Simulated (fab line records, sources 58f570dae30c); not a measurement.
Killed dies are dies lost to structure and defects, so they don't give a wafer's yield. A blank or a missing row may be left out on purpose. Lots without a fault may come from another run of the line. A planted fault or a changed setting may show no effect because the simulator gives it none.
Problem report in the 8D (eight disciplines) form, filled by code | flow berkeley_cmos170 | the parts of the form that need people (team, actions taken, sign-off) are left out

1. THE PROBLEM
oes_product_au at UCB170_V2_ETCH_14 reads a mean of 0.810 a.u. on 4 wafers of 2 lots; wafers without a fault read 0.880 a.u. with a standard deviation of 0.012. That is -5.9 standard deviations from the usual mean.
The step: etches SiO2 in CHF3/CF4/Ar, stops on Al, target depth 1250 nm, time 291 s.
First seen on wafer L981.3, day 9 03:53, on rie_diel-01. The record holds 18 wafers of 6 lots with a number at this step. Rule for "out", or "out of limits": more than 4 standard deviations from the usual mean. The other wafers with a number count as sound.

2. WHAT IT IS AND WHAT IT IS NOT
question                    | is                             | is not
which readings at this step | oes_product_au                 | drypump_motor_current_A, rf_fwd_power_W, throttle_valve_pct
which lots                  | L981, L984                     | L977, L990, L992, L994
which wafers of those lots  | L981.3, L981.5, L984.3, L984.5 | L981.6, L984.4
read on which tools         | rie_diel-01                    | rie_diel-02, rie_diel-03
when                        | from day 9 03:53               | up to then (4 sound wafers); but 10 sound wafers of L984, L990, L992, L994 came after

3. SUSPECTS, AND WHAT RULES EACH OUT
Counting: a tool at a process step up to the reading stays a suspect if it ran every lot that is out. Sound lots after the first of them don't rule it out here, since some wafers of a struck lot are sound.
- cmp-01 at UCB170_V2_CMP_02 (polishes SiO2): kept. It ran every lot that is out, first L981 (day 9 02:07).
- rie_diel-01 at UCB170_V2_ETCH_14 (etches SiO2 in CHF3/CF4/Ar, stops on Al, target depth 1250 nm, time 291 s): kept. It ran every lot that is out, first L981 (day 9 03:53); its last sound lot up to then is L977 (day 8 03:55). Its own readings are out on those wafers: oes_product_au.
- Within rie_diel-01 at UCB170_V2_ETCH_14: the wafers that are out ran in chamber 1; their sound lot-mates ran in chamber 0.
Left after counting: cmp-01 at UCB170_V2_CMP_02, rie_diel-01 at UCB170_V2_ETCH_14.

4. THE CAUSE (what the simulator had put in)
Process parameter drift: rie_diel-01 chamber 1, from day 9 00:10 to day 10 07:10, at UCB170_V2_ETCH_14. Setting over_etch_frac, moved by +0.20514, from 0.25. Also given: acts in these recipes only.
Counting left 2 suspects, and this tool is among them.

5. THE CHAIN OF EFFECTS, in route order
Each row: a reading whose mean over the struck wafers that have a number lies more than 3 standard deviations from the usual. Only readings for which the record gives a usual standard deviation are gone through. hours: the time from each lot's start at the first step in this table that gives one to its start at this step, as a median over the lots. sigmas: the change in usual standard deviations.
hours | step               | reading                  | usual      | on struck wafers | change | sigmas
0     | UCB170_V2_ETCH_14  | oes_product_au           | 0.880 a.u. | 0.810            | -0.070 | -5.9
0     | UCB170_V2_STRIP_15 | strip_time_to_endpoint_s | 15.30 s    | 14.40            | -0.90  | -6.9
The process steps in it:
- UCB170_V2_ETCH_14: etches SiO2 in CHF3/CF4/Ar, stops on Al, target depth 1250 nm, time 291 s.
- UCB170_V2_STRIP_15: strips in O2.
Later measuring or inspecting steps at which every struck wafer that the step has a row for has a number for every such reading, and none has moved that far: UCB170_V2_CD_MEAS_90.

6. WHAT WOULD HAVE CAUGHT IT SOONER
In this record the first reading out of limits was taken at day 9 03:53, 4 hours after the fault began at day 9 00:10.
